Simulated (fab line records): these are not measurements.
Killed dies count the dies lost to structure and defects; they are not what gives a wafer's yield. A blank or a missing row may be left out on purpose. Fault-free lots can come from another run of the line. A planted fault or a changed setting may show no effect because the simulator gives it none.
Matching of chambers ; flow berkeley cmos170 ; UCB170_V2_CVD_00 on pecvd-04 has 3 sister chambers
The step deposits SiO2 from TEOS/O2, target thk 2000 nm, time 250 s. 6 wafers are shown with their chamber, then 9 later ones without.

WAFERS WITH THEIR CHAMBER
wafer;chamber;heater power w (W)
L765.4;1;208
L766.4;1;299
L766.5;2;399
L772.1;0;338
L772.3;2;385
L772.6;0;239

WAFERS WHOSE CHAMBER IS MISSING
wafer;heater power w (W)
L769.3;292
L769.5;324
L769.6;302
L775.2;298
L775.3;382
L775.5;244
L782.2;409
L782.3;258
L782.4;307

THE CHAMBER EACH PASSED THROUGH
wafer;from the rows above;in truth
L769.3;can't be placed: 0 or 1 or 2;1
L769.5;can't be placed: 0 or 2 or 1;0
L769.6;can't be placed: 0 or 1 or 2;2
L775.2;can't be placed: 0 or 1 or 2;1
L775.3;can't be placed: 2 or 0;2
L775.5;can't be placed: 1 or 0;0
L782.2;can't be placed: 2 or 0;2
L782.3;can't be placed: 1 or 0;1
L782.4;can't be placed: 0 or 1 or 2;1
0 of 9 placed correctly. Not placeable from these rows: 9 (in 9, the candidates include the true chamber). Number placed wrongly: 0.
How it was worked out, from the rows above alone: a wafer's distance from a chamber is the root of the sum, over the readings, of the square of ((its reading less the chamber's mean) divided by the reading's scatter). If the next closest chamber is less than 2 further off than the closest, the wafer can't be placed; otherwise it belongs to the closest. For every chamber, the mean is computed from those of its wafers that are shown. The scatter: the root of (the sum of the squares of (reading less its chamber's mean) over the shown wafers, divided by (wafers less chambers)).
